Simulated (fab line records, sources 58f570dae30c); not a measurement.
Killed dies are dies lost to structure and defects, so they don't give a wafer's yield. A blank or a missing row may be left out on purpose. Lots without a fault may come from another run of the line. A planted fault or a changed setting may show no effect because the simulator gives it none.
Which tool did it? | flow berkeley_cmos170 | 14 lots, 42 wafers sampled, at 5 steps of a route of 331

WHAT THE GAUGES READ, wafer by wafer
UCB170_START_THK_MEAS_03.
lot  | measured    | on            | START_OXIDE_THK (nm)
L551 | day 1 16:47 | film_metro-02 | 22.0 22.0 22.0
L552 | day 1 16:48 | film_metro-04 | 22.4 22.0 22.0
L554 | day 2 03:06 | film_metro-02 | 21.8 21.8 21.8
L556 | day 2 15:26 | film_metro-01 | 21.3 21.4 21.1
L563 | day 4 04:29 | film_metro-04 | 22.2 21.8 22.1
L565 | day 4 11:13 | film_metro-04 | 21.6 21.7 21.4
L564 | day 4 11:14 | film_metro-02 | 21.3 21.3 21.3
L567 | day 4 20:39 | film_metro-02 | 21.7 21.7 22.1
L568 | day 5 04:38 | film_metro-01 | 22.7 22.6 22.8
L569 | day 5 07:47 | film_metro-04 | 22.0 21.9 22.2
L570 | day 5 14:29 | film_metro-01 | 23.0 22.9 22.3
L571 | day 5 19:08 | film_metro-01 | 22.4 22.4 22.6
L572 | day 6 03:34 | film_metro-04 | 22.8 22.4 22.4
L574 | day 6 13:11 | film_metro-04 | 22.3 22.1 22.3

UCB170_NWELL_OVL_MEAS_12.
lot  | measured    | on         | NWELL_OVL (nm)
L551 | day 2 14:53 | overlay-01 | 0 5 3
L552 | day 2 14:46 | overlay-02 | -2 -10 -8
L554 | day 2 23:02 | overlay-01 | -4 -5 2
L556 | day 3 10:41 | overlay-01 | -5 -2 -5
L563 | day 5 06:29 | overlay-02 | 3 2 4
L565 | day 5 06:13 | overlay-02 | -6 1 2
L564 | day 5 06:20 | overlay-01 | 3 7 6
L567 | day 5 19:57 | overlay-02 | -5 -3 2
L568 | day 6 02:24 | overlay-02 | 4 -1 -2
L569 | day 6 09:05 | overlay-02 | 6 11 7
L570 | day 6 18:28 | overlay-02 | 13 2 7
L571 | day 6 18:44 | overlay-02 | -5 10 -2
L572 | day 7 01:46 | overlay-01 | 0 2 0
L574 | day 7 10:02 | overlay-01 | -4 -4 0

UCB170_PWELL_THK_MEAS_03.
lot  | measured    | on            | PWELL_OXIDE_THK (nm)
L551 | day 3 02:01 | film_metro-03 | 23.6 24.0 23.9
L552 | day 3 02:01 | film_metro-02 | 24.2 24.1 24.0
L554 | day 3 08:55 | film_metro-04 | 24.0 23.8 23.8
L556 | day 3 21:38 | film_metro-03 | 23.5 23.6 23.2
L563 | day 6 00:25 | film_metro-02 | 24.3 24.2 24.7
L565 | day 6 00:26 | film_metro-03 | 23.6 24.1 23.7
L564 | day 6 00:27 | film_metro-04 | 24.6 24.9 25.0
L567 | day 6 09:50 | film_metro-03 | 24.0 23.4 23.8
L568 | day 6 09:50 | film_metro-02 | 23.2 23.5 22.9
L569 | day 6 20:07 | film_metro-03 | 24.5 24.0 24.1
L570 | day 7 05:50 | film_metro-03 | 25.1 24.4 24.8
L571 | day 7 05:49 | film_metro-04 | 24.6 24.6 24.8
L572 | day 7 12:51 | film_metro-02 | 23.8 23.8 23.5
L574 | day 7 20:11 | film_metro-04 | 23.2 23.8 23.5

UCB170_PVT_TW_MEAS_09.
lot  | measured     | on            | PVT_TW
L551 | day 6 21:03  | film_metro-02 | 499 502 502
L552 | day 6 19:38  | film_metro-03 | 502 501 503
L554 | day 7 02:56  | film_metro-03 | 502 502 501
L556 | day 7 13:21  | film_metro-04 | 631 630 631
L563 | day 9 17:08  | film_metro-03 | 616 622 618
L565 | day 9 17:20  | film_metro-04 | 505 508 506
L564 | day 9 17:07  | film_metro-02 | 503 502 503
L567 | day 10 04:33 | film_metro-04 | 509 510 511
L568 | day 10 04:02 | film_metro-04 | 512 508 509
L569 | day 10 13:06 | film_metro-02 | 505 505 505
L570 | day 11 02:37 | film_metro-03 | 501 498 500
L571 | day 11 02:36 | film_metro-04 | 503 506 506
L572 | day 11 11:34 | film_metro-04 | 510 510 509
L574 | day 11 20:37 | film_metro-04 | 504 505 505

WHICH TOOL RAN EACH LOT (tool, then ch and the chambers of the sampled wafers, then the start)
lot  | UCB170_PVT_IMPLANT_07
L551 | implanter-03 ch 0, day 6 20:49
L552 | implanter-04 ch 0, day 6 19:25
L554 | implanter-04 ch 0, day 7 02:41
L556 | implanter-03 ch 0, day 7 12:48
L563 | implanter-02 ch 0, day 9 16:34
L565 | implanter-03 ch 0, day 9 17:06
L564 | implanter-04 ch 0, day 9 16:55
L567 | implanter-02 ch 0, day 10 04:19
L568 | implanter-04 ch 0, day 10 03:48
L569 | implanter-04 ch 0, day 10 12:51
L570 | implanter-04 ch 0, day 11 02:23
L571 | implanter-02 ch 0, day 11 02:21
L572 | implanter-04 ch 0, day 11 11:21
L574 | implanter-03 ch 0, day 11 20:22
- UCB170_PVT_IMPLANT_07

WHAT THE TOOLS THEMSELVES READ (means of the sampled wafers that have a number; where no wafer has one, the mark that the record gives instead)
UCB170_PVT_IMPLANT_07.
lot  | tool         | dose_ions_cm2 | tilt_deg (degrees)
L551 | implanter-03 | 1.9999e+12    | 7.016
L552 | implanter-04 | 1.9997e+12    | 6.991
L554 | implanter-04 | 1.9999e+12    | 7.012
L556 | implanter-03 | 2.0015e+12    | 6.997
L563 | implanter-02 | 2.0006e+12    | 6.987
L565 | implanter-03 | 2.0032e+12    | 6.987
L564 | implanter-04 | 2.0025e+12    | 6.984
L567 | implanter-02 | 2.0006e+12    | 6.994
L568 | implanter-04 | 1.9989e+12    | 7.007
L569 | implanter-04 | 2.0012e+12    | 7.003
L570 | implanter-04 | 1.9999e+12    | 6.992
L571 | implanter-02 | 1.9975e+12    | 6.973
L572 | implanter-04 | 1.9996e+12    | 6.994
L574 | implanter-03 | 1.9994e+12    | 7.022

THE ANSWER, worked out from the rows above alone
Rule: what is usual is taken from the lots themselves. Put in order of their means at a reading, lots are off if they are a third of the lots or fewer, leave a main group of 4 or more, and stand apart from it by a gap of 3 or more times the standard deviation of the main group's means; of several such gaps the widest counts. A main group whose means are all the same, to the digits that the tables above print for the reading, isn't used. A lot without any number at a reading at which 4 lots or more have one is off too. The other lots that the step has rows for count as sound. The gauges are gone through in route order, then the tools' own readings, and for those a lot's mean is taken as printed above. The first step at which some lot is off is used, and at that step the reading that is off furthest; a lot without a number counts as furthest.
Off: L556, L563, at UCB170_PVT_TW_MEAS_09 (PVT_TW). The main group: mean 505, standard deviation 3.4.
A tool fits if, at a process step before that reading, it ran every lot that is off, and no sound lot after the first of them. The gauges at UCB170_PVT_TW_MEAS_09 are tried like those tools. None of those tried fits.

WHAT THE SIMULATOR HAD PUT IN
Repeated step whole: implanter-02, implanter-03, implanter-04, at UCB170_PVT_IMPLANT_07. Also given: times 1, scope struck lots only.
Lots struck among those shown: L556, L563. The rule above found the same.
